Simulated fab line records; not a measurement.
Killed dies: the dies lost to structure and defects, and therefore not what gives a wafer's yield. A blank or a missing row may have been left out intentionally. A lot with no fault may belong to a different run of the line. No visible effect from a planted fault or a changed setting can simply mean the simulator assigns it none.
What tool caused it? / flow rit-cmos / 14 lots with 42 wafers sampled at 2 steps, on a route of 202 steps

== WHAT THE GAUGES SHOWED, per wafer ==
RIT_GATE_THK_MEAS_09. Usual: GATE_POLY_THK gives 251.1 nm (standard deviation 2.3).
lot=L782; measured=day 2 19:12; on=film-metro-02; GATE_POLY_THK (nm)=254.7 254.5 256.2; flag=
lot=L783; measured=day 3 00:32; on=film-metro-01; GATE_POLY_THK (nm)=250.4 251.4 250.1; flag=
lot=L784; measured=day 3 08:15; on=film-metro-01; GATE_POLY_THK (nm)=247.8 249.2 249.6; flag=
lot=L786; measured=day 3 16:25; on=film-metro-02; GATE_POLY_THK (nm)=251.7 249.7 248.8; flag=
lot=L787; measured=day 3 22:08; on=film-metro-02; GATE_POLY_THK (nm)=253.2 250.1 251.2; flag=
lot=L789; measured=day 4 04:54; on=film-metro-01; GATE_POLY_THK (nm)=252.8 252.1 251.9; flag=
lot=L792; measured=day 4 21:19; on=film-metro-01; GATE_POLY_THK (nm)=253.5 251.6 251.8; flag=
lot=L793; measured=day 5 03:43; on=film-metro-01; GATE_POLY_THK (nm)=250.6 248.9 248.4; flag=
lot=L796; measured=day 5 18:23; on=film-metro-02; GATE_POLY_THK (nm)=249.0 248.8 250.6; flag=
lot=L795; measured=day 5 18:23; on=film-metro-01; GATE_POLY_THK (nm)=250.1 250.5 251.2; flag=
lot=L800; measured=day 7 02:34; on=film-metro-01; GATE_POLY_THK (nm)=250.4 251.4 250.7; flag=
lot=L801; measured=day 7 02:34; on=film-metro-02; GATE_POLY_THK (nm)=255.1 253.2 254.4; flag=
lot=L802; measured=day 7 18:01; on=film-metro-01; GATE_POLY_THK (nm)=252.1 252.8 251.6; flag=
lot=L803; measured=day 7 21:25; on=film-metro-01; GATE_POLY_THK (nm)=252.4 255.7 251.0; flag=

RIT_NLDD_OVL_MEAS_06. Usual: NLDD_OVL gives -0.4 nm (standard deviation 1.3).
lot=L782; measured=day 3 01:25; on=overlay-02; NLDD_OVL (nm)=-1.8 -0.4 -1.2; flag=
lot=L783; measured=day 3 07:43; on=overlay-02; NLDD_OVL (nm)=0.0 -1.6 0.6; flag=
lot=L784; measured=day 3 14:09; on=overlay-01; NLDD_OVL (nm)=-1.3 -1.6 -0.6; flag=
lot=L786; measured=day 3 23:53; on=overlay-01; NLDD_OVL (nm)=-1.2 -1.3 -1.9; flag=
lot=L787; measured=day 4 05:42; on=overlay-02; NLDD_OVL (nm)=-1.8 -2.2 -1.3; flag=
lot=L789; measured=day 4 11:20; on=overlay-01; NLDD_OVL (nm)=-1.1 -0.2 -1.1; flag=
lot=L792; measured=day 5 07:14; on=overlay-01; NLDD_OVL (nm)=0.4 -0.1 0.2; flag=
lot=L793; measured=day 5 11:42; on=overlay-01; NLDD_OVL (nm)=1.1 -0.1 1.1; flag=
lot=L796; measured=day 6 04:26; on=overlay-01; NLDD_OVL (nm)=-2.0 -0.7 -0.5; flag=
lot=L795; measured=day 6 04:41; on=overlay-02; NLDD_OVL (nm)=-1.3 -2.1 -1.4; flag=
lot=L800; measured=day 7 11:07; on=overlay-01; NLDD_OVL (nm)=0.2 1.2 0.9; flag=
lot=L801; measured=day 7 11:17; on=overlay-02; NLDD_OVL (nm)=-1.5 -0.5 -0.4; flag=
lot=L802; measured=day 8 01:32; on=overlay-02; NLDD_OVL (nm)=0.4 -0.2 0.5; flag=
lot=L803; measured=day 8 07:21; on=overlay-01; NLDD_OVL (nm)=-2.3 -2.0 -1.6; flag=

== WHAT TOOL EACH LOT RAN ON (gives the tool, then ch and the chambers of the sampled wafers, and finally the start) ==
The record shows no process step preceding these readings.

== WHAT THE TOOLS THEMSELVES READ (means of the sampled wafers that have a number; where no wafer has one, the mark that the record gives instead) ==
The record holds no such reading with a usual standard deviation.

== THE ANSWER, worked out from the rows above alone ==
Rule: lot off if the mean of its wafers having a number is beyond 3 standard deviations from the usual mean. Also off: a lot with no number at a reading for which 4 or more lots have one. All remaining lots with rows at the step are treated as sound. Order of review: gauges by route order, followed by the tools' own readings, for which a lot's mean as printed above is used. At the first step where some lot is off, the reading lying furthest off is the one used; lots without a number count as furthest.
Across all readings shown, no lot is off: no conclusion can be drawn from this.

== WHAT HAD BEEN PUT IN BY THE SIMULATOR ==
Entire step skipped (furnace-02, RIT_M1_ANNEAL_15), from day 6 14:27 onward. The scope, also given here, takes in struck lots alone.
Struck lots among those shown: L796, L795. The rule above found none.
